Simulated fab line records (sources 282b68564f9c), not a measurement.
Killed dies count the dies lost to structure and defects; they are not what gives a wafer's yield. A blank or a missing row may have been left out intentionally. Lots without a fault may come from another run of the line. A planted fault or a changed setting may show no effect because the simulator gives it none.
Problem report in the 8D (eight disciplines) form, filled by code	flow rit_cmos	the parts of the form that need people (team, actions taken, sign-off) are left out

## 1. THE ISSUE
killed_at_front_end at RIT_M1_PROBE_99 reads a mean of 264 on 6 wafers of 2 lots; wafers without a fault read 6 with a standard deviation of 3.1. Measured from the usual mean, that is +83 standard deviations.
Earliest sighting: wafer L468.3 on prober-01 at day 6 18:18. The record holds 6 wafers of 2 lots with a number at this step. By rule, "out" or "out of limits" means more than 4 standard deviations away from the usual mean. The rest of the wafers with a number are treated as sound.

## 2. WHAT IT IS, AND WHAT IT ISN'T
question	is	is not
which readings at this step	killed_at_front_end, killed_dies, killed_on_rim	killed_at_M0_to_M3, killed_open, killed_short
which lots	L468, L472	-
which wafers of those lots	all that have a number	-
read on which tools	prober-01	-
when	from day 6 18:18	up to then (0 sound wafers)

## 3. WHAT RULES OUT EACH SUSPECT
Counting: a tool at a process step up to the reading stays a suspect if it ran every lot that is out and no sound lot after the first of them.
- iline_stepper-02 at RIT_NSD_EXPOSE_03 (exposes mask M9, target cd 40700 nm): kept. It ran every lot that is out, first L468 (day 6 07:44), and no sound lot after that.
- prober-01 at RIT_M1_PROBE_99: kept. It ran every lot that is out, first L468 (day 6 18:18), and no sound lot after that. Out on those wafers are its own readings of killed_at_front_end, killed_dies, killed_on_rim.
The count leaves prober-01 at RIT_M1_PROBE_99 and iline_stepper-02 at RIT_NSD_EXPOSE_03.

## 4. THE CAUSE (what the simulator had put in)
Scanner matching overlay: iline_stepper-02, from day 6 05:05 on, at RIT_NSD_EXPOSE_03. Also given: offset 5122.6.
Of the 2 suspects that counting leaves, this tool is one.

## 5. THE CHAIN OF EFFECTS, in route order
Rows list readings where the struck wafers' mean (over those with a number) sits beyond 3 standard deviations from the usual. Only readings whose record carries a usual standard deviation are examined. hours: median over the lots of the time between each lot's start at the first step of this table that gives one and its start at this step. sigmas: the change, counted in usual standard deviations.
hours	step	reading	usual	on struck wafers	change	sigmas
0	RIT_M1_PROBE_99	killed_at_front_end	6	264	+258	+83
0	RIT_M1_PROBE_99	killed_dies	6	264	+258	+83
0	RIT_M1_PROBE_99	killed_on_rim	1.6	70.0	+68.4	+49
The process steps in it:
- RIT_M1_PROBE_99
Readings that are blank on the struck wafers while sound wafers have them: NSD_OVL at RIT_NSD_OVL_MEAS_06.

## 6. HOW IT WOULD HAVE BEEN CAUGHT EARLIER
First out-of-limits reading in this record: day 6 18:18, which is 13 hours after fault onset at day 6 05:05.
Between RIT_NSD_EXPOSE_03 and RIT_M1_PROBE_99, RIT_NSD_OVL_MEAS_06 gave no NSD_OVL on the struck wafers, where sound wafers have one: a measuring or inspecting step that comes back empty is itself a sign.
Tool readings at RIT_NSD_EXPOSE_03 with a usual standard deviation given in the record: none out on any struck wafer, hence no alarm at a limit of 4 standard deviations on them.
L472, from the lots that are out (2), started RIT_NSD_EXPOSE_03 on iline_stepper-02 later than day 6 18:18. Had the tool been put on hold then, it would have been spared.
